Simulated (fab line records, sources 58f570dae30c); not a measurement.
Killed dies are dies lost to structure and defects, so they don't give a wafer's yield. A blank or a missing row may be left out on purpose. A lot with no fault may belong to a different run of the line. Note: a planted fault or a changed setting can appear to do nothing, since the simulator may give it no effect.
Check for tools in common + flow berkeley_cmos170 + Sample size 13 lots and 39 wafers

REASON IT WAS OPENED
At UCB170_SDANNEAL_RS_MEAS_02 the reading PSD_RS is flagged on 2 of 13 lots. Wafers without a fault read 75.57 ohm/sq, standard deviation 0.27.
Rule: a lot is flagged in two cases, either no wafer of it has a number, or all its wafers with numbers fall more than 4 standard deviations from that mean. The rest of the lots are taken to be sound.

| lot  | measured     | on            | PSD_RS (ohm/sq), wafer by wafer | flag    |
|------|--------------|---------------|---------------------------------|---------|
| L584 | day 6 18:47  | film_metro-03 | 75.69 75.84 75.55               |         |
| L583 | day 6 19:29  | film_metro-04 | 75.27 75.43 75.09               |         |
| L585 | day 6 19:41  | film_metro-03 | 76.28 76.11 76.17               |         |
| L586 | day 7 07:19  | film_metro-04 | 75.62 76.06 75.80               |         |
| L587 | day 7 07:31  | film_metro-03 | 75.46 75.23 75.82               |         |
| L591 | day 8 13:53  | film_metro-02 | 104.97 104.91 104.95            | FLAGGED |
| L593 | day 8 15:20  | film_metro-03 | 104.26 104.81 104.65            | FLAGGED |
| L597 | day 9 13:32  | film_metro-03 | 76.30 75.83 75.86               |         |
| L599 | day 9 18:58  | film_metro-04 | 75.35 75.61 75.26               |         |
| L598 | day 9 19:28  | film_metro-04 | 75.68 76.01 76.01               |         |
| L601 | day 10 05:54 | film_metro-02 | 75.54 75.35 75.56               |         |
| L605 | day 11 04:53 | film_metro-03 | 75.84 75.62 75.61               |         |
| L604 | day 11 05:29 | film_metro-03 | 75.24 75.51 75.50               |         |
Averaged over the flagged lots the numbers come to 104.76 ohm/sq, +29.19 ohm/sq from the usual (+99 or more standard deviations).

TOOL THAT RAN EACH LOT
The record keeps 1 process step preceding the reading, out of 331 steps on the route. Each cell gives the tool, then ch followed by the chambers the sampled wafers passed through, then the start.
| lot  | flag    | UCB170_SDANNEAL_RTA_01           |
|------|---------|----------------------------------|
| L584 |         | rtp_anneal-01 ch 0, day 6 18:43  |
| L583 |         | rtp_anneal-02 ch 0, day 6 19:25  |
| L585 |         | rtp_anneal-02 ch 0, day 6 19:36  |
| L586 |         | rtp_anneal-02 ch 0, day 7 07:15  |
| L587 |         | rtp_anneal-01 ch 0, day 7 07:26  |
| L591 | FLAGGED | rtp_anneal-01 ch 0, day 8 13:48  |
| L593 | FLAGGED | rtp_anneal-01 ch 0, day 8 15:16  |
| L597 |         | rtp_anneal-02 ch 0, day 9 13:28  |
| L599 |         | rtp_anneal-02 ch 0, day 9 18:53  |
| L598 |         | rtp_anneal-02 ch 0, day 9 19:25  |
| L601 |         | rtp_anneal-02 ch 0, day 10 05:50 |
| L605 |         | rtp_anneal-02 ch 0, day 11 04:49 |
| L604 |         | rtp_anneal-02 ch 0, day 11 05:25 |
These steps, and what they do:
- UCB170_SDANNEAL_RTA_01: time 5 s.
- UCB170_SDANNEAL_RS_MEAS_02: measures by four-point-probe.

FLAGGED OVER TOTAL, TOOL BY TOOL (the gauges that took the reading come last)
| step                       | tool          | lots run | flagged | share of the flagged lots | sound lots run after its first flagged lot |
|----------------------------|---------------|----------|---------|---------------------------|--------------------------------------------|
| UCB170_SDANNEAL_RTA_01     | rtp_anneal-01 | 4        | 2       | all                       | 0                                          |
| UCB170_SDANNEAL_RTA_01     | rtp_anneal-02 | 9        | 0       | none                      | -                                          |
| UCB170_SDANNEAL_RS_MEAS_02 | film_metro-02 | 2        | 1       | some                      | 1 (L601)                                   |
| UCB170_SDANNEAL_RS_MEAS_02 | film_metro-03 | 7        | 1       | some                      | 3 (L597,L605,L604)                         |
| UCB170_SDANNEAL_RS_MEAS_02 | film_metro-04 | 4        | 0       | none                      | -                                          |

WHAT THE TABLE PERMITS
In the table, 1 row covers all flagged lots: rtp_anneal-01 at UCB170_SDANNEAL_RTA_01.
- rtp_anneal-01 at UCB170_SDANNEAL_RTA_01: 2 of its 4 lots flagged. Last sound lot L587 at day 7 07:26, first flagged lot L591 at day 8 13:48; a fault beginning in between fits.
One tool is left: rtp_anneal-01 at UCB170_SDANNEAL_RTA_01.

WHAT THE SIMULATOR HAD PUT IN
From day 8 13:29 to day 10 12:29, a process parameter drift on rtp_anneal-01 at UCB170_SDANNEAL_RTA_01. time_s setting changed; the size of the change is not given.
Struck lots among those shown: L591, L593. The rule above reached the same finding.
